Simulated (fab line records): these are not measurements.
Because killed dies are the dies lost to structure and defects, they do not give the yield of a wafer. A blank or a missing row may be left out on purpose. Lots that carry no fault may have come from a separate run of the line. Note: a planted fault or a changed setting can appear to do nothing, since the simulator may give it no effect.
What tool caused it? | flow berkeley cmos170 | 7 lots, 21 wafers sampled, at 2 steps of a route of 331

## WHAT THE GAUGES READ, wafer by wafer
UCB170_V2_BOW_MEAS_03.
lot  | measured     | on            | V2_BOW (um)
L255 | day 8 07:08  | film metro-02 | 33 35 29
L257 | day 8 12:07  | film metro-01 | 38 41 31
L260 | day 9 01:27  | film metro-02 | 28 33 42
L268 | day 11 03:24 | film metro-02 | 45 37 33
L271 | day 11 18:47 | film metro-01 | 39 23 35
L273 | day 12 07:33 | film metro-04 | 44 41 41
L277 | day 12 18:30 | film metro-04 | 41 30 30

## EACH LOT AND THE TOOL THAT RAN IT (in order: tool; ch and the chambers of the sampled wafers; start)
lot  | UCB170_M2_STRIP_07
L255 | plasma asher-03 ch 1, day 8 04:44
L257 | plasma asher-01 ch 0,1, day 8 09:44
L260 | plasma asher-01 ch 0,1, day 8 22:41
L268 | plasma asher-01 ch 0,1, day 11 00:17
L271 | plasma asher-02 ch 0,1, day 11 15:40
L273 | plasma asher-02 ch 0,1, day 12 03:48
L277 | plasma asher-01 ch 1, day 12 15:53
- UCB170_M2_STRIP_07: strips in O2.

## THE ANSWER, worked out from the rows above alone
Rule: usual is defined by the lots themselves. Put in order of their means at a reading, lots are off if they are a third of the lots or fewer, leave a main group of 4 or more, and stand apart from it by a gap of 3 or more times the standard deviation of the main group's means; of several such gaps the widest counts. If all means in a main group match to the digits the tables above print for the reading, that group is not used. Also off: a lot with no number at a reading for which 4 or more lots have one. The other lots that the step has rows for count as sound.
No lot is off on any of the readings shown, so nothing can be concluded from this.

## WHAT THE SIMULATOR HAD PUT IN
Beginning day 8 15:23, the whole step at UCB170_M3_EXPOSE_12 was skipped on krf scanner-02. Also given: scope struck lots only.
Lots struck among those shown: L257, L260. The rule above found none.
